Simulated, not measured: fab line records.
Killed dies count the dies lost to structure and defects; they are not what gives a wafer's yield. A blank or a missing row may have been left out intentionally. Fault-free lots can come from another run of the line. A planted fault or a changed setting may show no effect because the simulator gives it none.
Which tool is to blame? || flow berkeleyCmos170 || 42 wafers from 14 lots sampled at 3 of the route's 331 steps

WHAT THE GAUGES SHOWED, per wafer
UCB170_NWELL_THK_MEAS_02. Usual: for NWELL_OXIDE_THK the level is 26.2 nm and the standard deviation is 0.4.
{"lot": "L985", "measured": "day 1 22:19", "on": "filmMetro-01", "NWELL_OXIDE_THK (nm)": "26.1 26.6 26.7", "flag": ""}
{"lot": "L986", "measured": "day 2 06:33", "on": "filmMetro-03", "NWELL_OXIDE_THK (nm)": "26.2 26.1 26.0", "flag": ""}
{"lot": "L987", "measured": "day 2 10:54", "on": "filmMetro-03", "NWELL_OXIDE_THK (nm)": "26.1 26.6 26.1", "flag": ""}
{"lot": "L989", "measured": "day 2 22:07", "on": "filmMetro-03", "NWELL_OXIDE_THK (nm)": "26.7 26.7 26.9", "flag": ""}
{"lot": "L993", "measured": "day 3 21:20", "on": "filmMetro-03", "NWELL_OXIDE_THK (nm)": "25.4 25.7 25.8", "flag": ""}
{"lot": "L997", "measured": "day 4 08:46", "on": "filmMetro-04", "NWELL_OXIDE_THK (nm)": "26.3 25.8 26.0", "flag": ""}
{"lot": "L998", "measured": "day 4 18:07", "on": "filmMetro-03", "NWELL_OXIDE_THK (nm)": "26.3 26.5 26.9", "flag": ""}
{"lot": "L999", "measured": "day 4 18:08", "on": "filmMetro-04", "NWELL_OXIDE_THK (nm)": "26.3 26.1 26.3", "flag": ""}
{"lot": "L102", "measured": "day 5 12:09", "on": "filmMetro-01", "NWELL_OXIDE_THK (nm)": "26.3 25.6 25.9", "flag": ""}
{"lot": "L103", "measured": "day 5 15:40", "on": "filmMetro-03", "NWELL_OXIDE_THK (nm)": "25.5 25.8 25.8", "flag": ""}
{"lot": "L105", "measured": "day 6 02:04", "on": "filmMetro-03", "NWELL_OXIDE_THK (nm)": "26.1 26.4 26.4", "flag": ""}
{"lot": "L106", "measured": "day 6 08:40", "on": "filmMetro-04", "NWELL_OXIDE_THK (nm)": "26.5 26.6 27.0", "flag": ""}
{"lot": "L107", "measured": "day 6 16:28", "on": "filmMetro-04", "NWELL_OXIDE_THK (nm)": "26.4 26.5 26.2", "flag": ""}
{"lot": "L108", "measured": "day 6 16:28", "on": "filmMetro-01", "NWELL_OXIDE_THK (nm)": "26.1 25.8 26.1", "flag": ""}

UCB170_PWELL_THK_MEAS_03. Usual: for PWELL_OXIDE_THK the level is 26.3 nm and the standard deviation is 0.38.
{"lot": "L985", "measured": "day 2 15:00", "on": "filmMetro-02", "PWELL_OXIDE_THK (nm)": "26.6 26.7 26.8", "flag": ""}
{"lot": "L986", "measured": "day 3 00:44", "on": "filmMetro-03", "PWELL_OXIDE_THK (nm)": "27.2 26.6 27.0", "flag": ""}
{"lot": "L987", "measured": "day 3 00:44", "on": "filmMetro-04", "PWELL_OXIDE_THK (nm)": "26.6 26.0 26.2", "flag": ""}
{"lot": "L989", "measured": "day 3 19:26", "on": "filmMetro-02", "PWELL_OXIDE_THK (nm)": "37.9 38.3 38.2 37.8 38.2 38.2", "flag": "OFF"}
{"lot": "L993", "measured": "day 4 18:14", "on": "filmMetro-04", "PWELL_OXIDE_THK (nm)": "39.0 39.0 39.7 39.0 39.0 39.7", "flag": "OFF"}
{"lot": "L997", "measured": "day 5 00:02", "on": "filmMetro-03", "PWELL_OXIDE_THK (nm)": "25.5 25.8 25.8", "flag": ""}
{"lot": "L998", "measured": "day 5 13:31", "on": "filmMetro-02", "PWELL_OXIDE_THK (nm)": "26.4 25.9 26.6", "flag": ""}
{"lot": "L999", "measured": "day 5 13:31", "on": "filmMetro-03", "PWELL_OXIDE_THK (nm)": "26.5 26.2 26.3", "flag": ""}
{"lot": "L102", "measured": "day 6 07:13", "on": "filmMetro-03", "PWELL_OXIDE_THK (nm)": "26.3 26.3 26.0", "flag": ""}
{"lot": "L103", "measured": "day 6 07:13", "on": "filmMetro-02", "PWELL_OXIDE_THK (nm)": "26.4 26.2 27.0", "flag": ""}
{"lot": "L105", "measured": "day 6 20:31", "on": "filmMetro-03", "PWELL_OXIDE_THK (nm)": "26.8 26.4 26.6", "flag": ""}
{"lot": "L106", "measured": "day 7 01:17", "on": "filmMetro-03", "PWELL_OXIDE_THK (nm)": "26.4 26.1 26.4", "flag": ""}
{"lot": "L107", "measured": "day 7 08:04", "on": "filmMetro-03", "PWELL_OXIDE_THK (nm)": "26.5 26.5 26.7", "flag": ""}
{"lot": "L108", "measured": "day 7 08:04", "on": "filmMetro-04", "PWELL_OXIDE_THK (nm)": "25.9 26.0 25.9", "flag": ""}

TOOL THAT RAN EACH LOT (tool first, then ch and the chambers of the sampled wafers, then the start)
{"lot": "L985", "UCB170_PWELL_OXIDATION_02": "furnace-03 ch 0, day 2 13:39"}
{"lot": "L986", "UCB170_PWELL_OXIDATION_02": "furnace-02 ch 0, day 2 23:23"}
{"lot": "L987", "UCB170_PWELL_OXIDATION_02": "furnace-02 ch 0, day 2 23:23"}
{"lot": "L989", "UCB170_PWELL_OXIDATION_02": "furnace-02 ch 0, day 3 15:29"}
{"lot": "L993", "UCB170_PWELL_OXIDATION_02": "furnace-03 ch 0, day 4 14:02"}
{"lot": "L997", "UCB170_PWELL_OXIDATION_02": "furnace-02 ch 0, day 4 22:41"}
{"lot": "L998", "UCB170_PWELL_OXIDATION_02": "furnace-03 ch 0, day 5 12:09"}
{"lot": "L999", "UCB170_PWELL_OXIDATION_02": "furnace-03 ch 0, day 5 12:09"}
{"lot": "L102", "UCB170_PWELL_OXIDATION_02": "furnace-02 ch 0, day 6 05:52"}
{"lot": "L103", "UCB170_PWELL_OXIDATION_02": "furnace-02 ch 0, day 6 05:52"}
{"lot": "L105", "UCB170_PWELL_OXIDATION_02": "furnace-01 ch 0, day 6 19:09"}
{"lot": "L106", "UCB170_PWELL_OXIDATION_02": "furnace-03 ch 0, day 6 23:56"}
{"lot": "L107", "UCB170_PWELL_OXIDATION_02": "furnace-03 ch 0, day 7 06:42"}
{"lot": "L108", "UCB170_PWELL_OXIDATION_02": "furnace-03 ch 0, day 7 06:42"}
- UCB170_PWELL_OXIDATION_02: target thk 26.4 nm, ox time 1260 s.

AS READ BY THE TOOLS THEMSELVES (means over the sampled wafers that have a number; for cases with no such wafer, the mark the record gives instead)
UCB170_PWELL_OXIDATION_02. Usual: zonePowerCentrePct 48.4 %, standard deviation 0.45.
{"lot": "L985", "tool": "furnace-03", "zonePowerCentrePct (%)": 48.8, "flag": ""}
{"lot": "L986", "tool": "furnace-02", "zonePowerCentrePct (%)": 48.2, "flag": ""}
{"lot": "L987", "tool": "furnace-02", "zonePowerCentrePct (%)": 48.0, "flag": ""}
{"lot": "L989", "tool": "furnace-02", "zonePowerCentrePct (%)": 48.4, "flag": ""}
{"lot": "L993", "tool": "furnace-03", "zonePowerCentrePct (%)": 48.3, "flag": ""}
{"lot": "L997", "tool": "furnace-02", "zonePowerCentrePct (%)": 48.4, "flag": ""}
{"lot": "L998", "tool": "furnace-03", "zonePowerCentrePct (%)": 48.3, "flag": ""}
{"lot": "L999", "tool": "furnace-03", "zonePowerCentrePct (%)": 48.6, "flag": ""}
{"lot": "L102", "tool": "furnace-02", "zonePowerCentrePct (%)": 48.3, "flag": ""}
{"lot": "L103", "tool": "furnace-02", "zonePowerCentrePct (%)": 48.0, "flag": ""}
{"lot": "L105", "tool": "furnace-01", "zonePowerCentrePct (%)": 48.0, "flag": ""}
{"lot": "L106", "tool": "furnace-03", "zonePowerCentrePct (%)": 48.4, "flag": ""}
{"lot": "L107", "tool": "furnace-03", "zonePowerCentrePct (%)": 48.3, "flag": ""}
{"lot": "L108", "tool": "furnace-03", "zonePowerCentrePct (%)": 48.4, "flag": ""}

THE ANSWER, worked out from the rows above alone
Rule: a lot counts as off when the mean over its wafers that have a number is more than 3 standard deviations away from the usual mean. Also off: a lot with no number at a reading for which 4 or more lots have one. All remaining lots with rows at the step are treated as sound. The gauges are gone through in route order, then the tools' own readings, and for those a lot's mean is taken as printed above. The first step at which some lot is off is used, and at that step the reading that is off furthest; a lot without a number counts as furthest.
Off: L989, L993, at UCB170_PWELL_THK_MEAS_03 (PWELL_OXIDE_THK).
A tool fits if, at a process step before that reading, it ran every lot that is off, and no sound lot after the first of them. The gauges at UCB170_PWELL_THK_MEAS_03 are tried like those tools. None of those tried fits.

WHAT THE SIMULATOR HAD PUT IN
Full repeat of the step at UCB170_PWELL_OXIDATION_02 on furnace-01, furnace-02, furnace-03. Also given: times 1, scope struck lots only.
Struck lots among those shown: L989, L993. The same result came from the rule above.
